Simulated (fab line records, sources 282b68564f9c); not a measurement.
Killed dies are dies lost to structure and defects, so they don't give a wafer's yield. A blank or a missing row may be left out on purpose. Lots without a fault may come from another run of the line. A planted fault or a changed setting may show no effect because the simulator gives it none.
A struck lot beside a sound one | flow rit_cmos | 30 steps out of a route of 202
Sound: wafers L434.3, L434.4, L434.5. Struck: wafers L440.2, L440.4. (L440.3 of the same lot was not struck and is left out.) The cause comes at the end.
At each step with rows: each side's tool, then ch and its chambers, then its first start. Under that, the readings that differ: sound wafers | struck wafers | difference of the means | sigmas: that difference in standard deviations of wafers without a fault.
alike: readings whose means differ by less than 2 such deviations, and words and numbers that are the same on both sides. not compared: withheld readings, readings that some wafer has no value for, bounds like >300 that may hide the same value, and numbers for which the record gives no deviation and whose values overlap.
The two part at a step that has a row with sigmas, a row that says differs or no value, or rows on one side only. Numbers that don't overlap but have no deviation are shown without sigmas and don't part them. A reading that every wafer of one side lacks parts them only if that side has two wafers or more.

first, 6 steps without rows for these wafers: RIT_SDANNEAL_RTA_03 (time 5 s); RIT_SILICIDE_WET_ETCH_00 (etches SiO2 in BOE, target depth 14 nm, time 15 s); RIT_SILICIDE_SPUTTER_01 (material Ti, target thk 30 nm, time 240 s); RIT_SILICIDE_RTA_04 (time 10 s, ramp up 5 s, ramp down 5 s); RIT_SILICIDE_WET_ETCH_05 (etches Ti in SPM, time 120 s); RIT_SILICIDE_RTA_06 (time 10 s, ramp up 5 s, ramp down 10 s).
RIT_CONTACT_CVD_00: deposits SiO2 from TEOS, target thk 400 nm, time 63.41 s.
  sound on pecvd-03 ch 1,2, day 3 11:50; struck on pecvd-03 ch 0, day 4 13:20
  reading                                  | sound             | struck      | difference | sigmas
  model.SiO2_of_CONTACT_CVD_00.thk_nm (nm) | 410.9 417.8 420.1 | 352.8 354.6 | -62.6      |
  alike: heater_power_w
RIT_CONTACT_THK_MEAS_01:
  sound on film_metro-03, day 3 11:55; struck on film_metro-03, day 4 13:25
  reading               | sound       | struck  | difference | sigmas
  CONTACT_TEOS_THK (nm) | 411 418 420 | 353 355 | -62        | -12
then, 7 steps without rows for these wafers: RIT_CONTACT_HMDS_02 (prime time 60 s); RIT_CONTACT_COAT_03 (resist thk 1000 nm); RIT_CONTACT_SOFTBAKE_04 (time 60 s); RIT_CONTACT_EXPOSE_05 (exposes mask M11, target cd 1000 nm); RIT_CONTACT_PEB_06; RIT_CONTACT_DEVELOP_07 (develop time 120 s); RIT_CONTACT_HARDBAKE_10 (time 60 s).
RIT_CONTACT_ETCH_11: etches SiO2 in CHF3/CF4/Ar, stops on TiSi2, target depth 480 nm, time 320 s.
  sound on rie_diel-04 ch 2,3, day 3 13:14; struck on rie_diel-03 ch 2,3, day 4 14:52
  reading                             | sound             | struck      | difference | sigmas
  model.CONTACT.feature_depth_nm (nm) | 410.9 417.8 420.1 | 352.8 354.6 | -62.6      |
  model.etch.depth_nm (nm)            | 410.9 417.8 420.1 | 352.8 354.6 | -62.6      |
  alike: drypump_motor_current_A, mfc_ar_sccm, oes_product_au, throttle_valve_pct
  not compared: rf_hours_counter_h
then, 11 steps without rows for these wafers: RIT_CONTACT_STRIP_12 (strips in O2, time 180 s); RIT_CONTACT_CLEAN_13 (cleans in SC1, time 600 s); RIT_CONTACT_CLEAN_14 (cleans in SC2, time 600 s); RIT_M1_SPUTTER_00 (material Al, target thk 400 nm, time 500 s); RIT_M1_HMDS_03 (prime time 60 s); RIT_M1_COAT_04 (resist thk 1300 nm); RIT_M1_SOFTBAKE_05 (time 61.63 s); RIT_M1_EXPOSE_06 (exposes mask M12, target cd 2600 nm); RIT_M1_PEB_07; RIT_M1_DEVELOP_08 (develop time 68 s); RIT_M1_HARDBAKE_11 (time 120 s).
RIT_M1_METAL_ETCH_12: etches Al in Cl2/BCl3, stops on SiO2, time 165 s, target depth 600 nm.
  sound on rie_metal-03 ch 0,1, day 3 16:01; struck on rie_metal-03 ch 0,1, day 4 17:37
  reading                                  | sound           | struck      | difference | sigmas
  model.SiO2_of_CONTACT_CVD_00.thk_nm (nm) | 372.7 380.5 382 | 315.3 316.5 | -62.5      |
  alike: drypump_motor_current_A, mfc_cl2_sccm, oes_product_au, throttle_valve_pct
  not compared: rf_hours_counter_h
then, 1 step without rows for these wafers: RIT_M1_STRIP_13 (strips in nmp, time 600 s).
RIT_M1_PROBE_99:
  sound on prober-01, day 3 18:18; struck on prober-02, day 4 19:56
  reading                                    | sound                       | struck            | difference | sigmas
  model.etest.field_p_metal.vt_v (V)         | -29.55 -30.05 -30.24        | -26.15 -26.03     | +3.86      |
  model.etest.nmos_0p15.junction_log10_a_um  | -13.65 -13.57 -13.57        | -13.35 -13.37     | +0.24      |
  model.etest.antenna_contact.vt_shift_v (V) | -0.01086 -0.008908 -0.01188 | -0.02101 -0.02033 | -0.01012   |
  alike: killed_at_front_end, killed_dies, killed_open, killed_short

WHERE THEY PART
Only at RIT_CONTACT_THK_MEAS_01, within this record. Later steps at which nothing parts them and some readings are alike: RIT_CONTACT_ETCH_11, RIT_M1_METAL_ETCH_12, RIT_M1_PROBE_99.

WHY: what the simulator had put in
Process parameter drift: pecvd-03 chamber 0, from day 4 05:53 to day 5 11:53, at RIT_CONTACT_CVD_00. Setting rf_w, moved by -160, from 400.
